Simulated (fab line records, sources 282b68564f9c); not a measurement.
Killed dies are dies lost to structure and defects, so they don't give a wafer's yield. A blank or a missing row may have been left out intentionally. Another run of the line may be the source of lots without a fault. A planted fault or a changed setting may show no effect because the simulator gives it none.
Struck lot and sound lot, side by side    flow rit_cmos    17 steps out of a route of 202
Sound: wafers L104.1, L104.4, L104.5. Wafers L113.1, L113.5, L113.6 were the ones struck. Last of all comes the cause.
For every step that has rows: the tool of each side, followed by ch and its chambers, followed by its first start. Under that, the readings that differ: sound wafers    struck wafers    difference of the means    sigmas: that difference in standard deviations of wafers without a fault.
alike: readings with means less than 2 such deviations apart, plus words and numbers identical on both sides. not compared: withheld readings, readings lacking a value on some wafer, bounds such as >300 that could conceal the same value, and numbers that have no deviation in the record and whose values overlap.
Wherever a step has rows on one side only, a row that says differs or no value, or a row with sigmas, the two part there. Numbers that don't overlap but have no deviation are shown without sigmas and don't part them. Lack of a reading on every wafer of one side parts them only where that side has two or more wafers.

RIT_PWELL_TW_MEAS_10:
  sound on film_metro-02 at day 3 11:22; struck on film_metro-02 at day 5 07:28
  alike: PWELL_TW
then, 1 step without rows for these wafers: RIT_WELLDRIVE_ANNEAL_00 (time 14700 s).
RIT_WELLDRIVE_RS_MEAS_01: measurement is done with a four-point probe.
  sound on film_metro-04 at day 3 16:31; struck on film_metro-04 at day 5 12:36
  alike: NWELL_RS
RIT_WELLDRIVE_RS_MEAS_02: measurement is done with a four-point probe.
  sound on film_metro-04 at day 3 16:38; struck on film_metro-04 at day 5 12:43
  alike: PWELL_RS
then, 6 steps without rows for these wafers: RIT_NRETRO_HMDS_00 (prime time 60 s); RIT_NRETRO_COAT_01 (resist thk 1300 nm); RIT_NRETRO_SOFTBAKE_02 (time 60 s); RIT_NRETRO_EXPOSE_03 (exposes mask M4, target cd 43900 nm); RIT_NRETRO_PEB_04; RIT_NRETRO_DEVELOP_05 (develop time 68 s).
RIT_NRETRO_OVL_MEAS_06:
  sound on overlay-01 at day 3 17:38; struck on overlay-02 at day 5 13:51
  alike: NRETRO_OVL
then, 1 step without rows for these wafers: RIT_NRETRO_HARDBAKE_07 (time 120 s).
RIT_NRETRO_IMPLANT_08:
  sound on implanter-04 ch 0, day 3 17:55; struck on implanter-04 ch 0, day 5 14:08
reading                    sound              struck             difference  sigmas
implant_ion_amu            31 31 31           75 75 75           +44         
model.implant.rp_nm (nm)   83.99 83.99 83.99  43.57 43.57 43.57  -40.42      
model.implant.drp_nm (nm)  33.94 33.94 33.94  18.17 18.17 18.17  -15.77      
  alike: dose_ions_cm2
RIT_NRETRO_STRIP_09: strips in O2, time 180 s.
  sound on plasma_asher-02 ch 0,1, day 3 18:04; struck on plasma_asher-02 ch 0,1, day 5 14:17
  alike: drypump_motor_current_A, o2_flow_sccm
  not compared: rf_hours_counter_h
RIT_NRETRO_TW_MEAS_10:
  sound on film_metro-01 at day 3 18:15; struck on film_metro-01 at day 5 14:28
reading    sound           struck          difference  sigmas
NRETRO_TW  1028 1026 1027  1387 1396 1395  +366        +30
then, 2 steps without rows for these wafers: RIT_PRETRO_HMDS_00 (prime time 60 s); RIT_M1_PROBE_99.

WHERE THEY PART
At RIT_NRETRO_TW_MEAS_10 and nowhere else, as far as this record goes.

WHY: what the simulator had put in
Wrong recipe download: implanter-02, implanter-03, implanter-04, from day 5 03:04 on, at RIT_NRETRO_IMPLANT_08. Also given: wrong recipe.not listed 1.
